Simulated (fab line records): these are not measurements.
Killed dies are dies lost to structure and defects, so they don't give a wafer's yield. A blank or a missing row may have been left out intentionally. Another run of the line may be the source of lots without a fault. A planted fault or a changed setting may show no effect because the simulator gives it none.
One fault through the eyes of 2 desks + flow rit_cmos + numbers are kept per desk, each desk with only its own; the story behind them comes last

## THE METROLOGY DESK
Means of the sampled wafers that have a number, per lot and without regard to the tool the lot ran on: this is what the gauges read. Marked OUT: a lot whose mean sits more than 4 standard deviations from the usual mean, which makes it out of limits; the brackets give that distance.
Columns: A = cd_nm at RIT_CONTACT_CD_MEAS_90, usual 999.8 nm
| lot  | first seen here | A      |
|------|-----------------|--------|
| L935 | day 3 09:28     | 1000.1 |
| L936 | day 3 17:18     | 999.3  |
| L938 | day 4 02:28     | 1003.3 |
| L940 | day 4 11:44     | 997.7  |
| L941 | day 4 15:55     | 998.5  |
| L942 | day 4 21:04     | 998.0  |
| L943 | day 5 01:20     | 1000.2 |
| L944 | day 5 06:23     | 1003.4 |
| L945 | day 5 09:12     | 998.4  |
| L947 | day 5 18:11     | 1001.3 |
| L949 | day 6 06:52     | 998.6  |
| L958 | day 8 06:42     | 1001.6 |
This desk found nothing out of limits on any of the 12 lots.

## FOR THE TOOL OWNER'S DESK: rie_diel-03
The tool's own readings at RIT_CONTACT_ETCH_11 (etches SiO2 in CHF3/CF4/Ar, stops on TiSi2, target depth 480 nm, time 320 s): means of the sampled wafers that have a number, for each lot that ran on this tool. Marked OUT: a lot whose mean sits more than 4 standard deviations from the usual mean, which makes it out of limits; the brackets give that distance.
Columns: A = CHF3_flow_sccm at RIT_CONTACT_ETCH_11, usual 50.01 sccm; B = O2_flow_sccm at RIT_CONTACT_ETCH_11, usual 4.999 sccm; C = drypump_motor_current_A at RIT_CONTACT_ETCH_11, usual 5.7 A; D = oes_product_au at RIT_CONTACT_ETCH_11, usual 0.989 a.u.; E = throttle_valve_pct at RIT_CONTACT_ETCH_11, usual 8.80 %
| lot  | first seen here | A     | B     | C   | D     | E    |
|------|-----------------|-------|-------|-----|-------|------|
| L942 | day 4 20:40     | 49.93 | 4.998 | 5.0 | 0.979 | 8.81 |
| L945 | day 5 08:49     | 49.91 | 5.011 | 5.4 | 0.988 | 8.70 |
This desk found nothing out of limits on any of the 2 lots.

## BROUGHT TOGETHER
From the metrology desk's view, nothing was out of limits.
The tool owner's desk saw nothing out of limits.

## WHAT WAS PUT IN BY THE SIMULATOR
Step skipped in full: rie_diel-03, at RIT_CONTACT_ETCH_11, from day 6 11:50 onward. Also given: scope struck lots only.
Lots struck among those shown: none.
